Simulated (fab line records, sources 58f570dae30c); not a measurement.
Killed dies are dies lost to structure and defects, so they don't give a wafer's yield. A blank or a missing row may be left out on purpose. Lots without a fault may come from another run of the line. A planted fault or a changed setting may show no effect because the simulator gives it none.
One fault seen from 2 desks | flow berkeley_cmos170 | each desk has only its own numbers; what lay behind them comes last

THE TOOL OWNER'S DESK: pecvd-01
The tool's own readings at UCB170_SPACER_CVD_00 (deposits SiO2 from TEOS/O2, target thk 376 nm, time 47 s): means of the sampled wafers that have a number, for each lot that ran on this tool. A lot is out of limits, marked OUT, if its mean lies more than 4 standard deviations from the usual mean; the brackets give that distance.
Columns: A = heater_power_w at UCB170_SPACER_CVD_00, usual 238 W; B = rf_fwd_power_W at UCB170_SPACER_CVD_00, usual 545.0 W
lot  | first seen here | A   | B
L780 | day 7 14:49     | 245 | 548.7
L789 | day 9 19:52     | 196 | 611.0 (+27) OUT
L790 | day 9 22:07     | 195 | 612.1 (+28) OUT
This desk's finding: out of limits on L789, L790; first on L789, day 9 19:52 (rf_fwd_power_W at UCB170_SPACER_CVD_00). In limits: L780.

THE METROLOGY DESK
What the gauges read, lot by lot, whatever tool the lot ran on: means of the sampled wafers that have a number. A lot is out of limits, marked OUT, if its mean lies more than 4 standard deviations from the usual mean; the brackets give that distance.
Columns: A = cd_nm at UCB170_NLDD_CD_MEAS_06, usual 1200.0 nm; B = NLDD_OVL at UCB170_NLDD_OVL_MEAS_07, usual -1 nm; C = NLDD_TW at UCB170_NLDD_TW_MEAS_11, usual 2235; D = SPACER_TEOS_THK at UCB170_SPACER_THK_MEAS_01, usual 375 nm
lot  | first seen here | A      | B   | C    | D
L780 | day 7 13:44     | 1197.9 | 3   | 2233 | 372
L783 | day 8 06:01     | 1203.0 | 1   | 2229 | 374
L789 | day 9 19:04     | 1199.4 | -10 | 2225 | 380
L791 | day 9 20:04     | 1201.0 | 8   | 2232 | 380
L793 | day 9 20:48     | 1199.1 | 8   | 2229 | 373
L790 | day 9 21:20     | 1201.6 | -5  | 2230 | 380
This desk's finding: nothing out of limits on any of the 6 lots.

PUT TOGETHER
The tool owner's desk could have raised an alarm at day 9 19:52, on L789, L790.
The metrology desk saw nothing out of limits.
The metrology desk has L789, L790 on record, within its limits.
Of the lots named, all ran UCB170_SPACER_CVD_00 on pecvd-01.

WHAT THE SIMULATOR HAD PUT IN
Process parameter drift: pecvd-01, from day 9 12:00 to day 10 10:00, at UCB170_SPACER_CVD_00. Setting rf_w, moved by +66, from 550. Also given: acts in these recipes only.
Lots struck among those shown: L789, L790.
Hours from the fault's start to each desk's first reading out of limits: the tool owner's desk, 8.
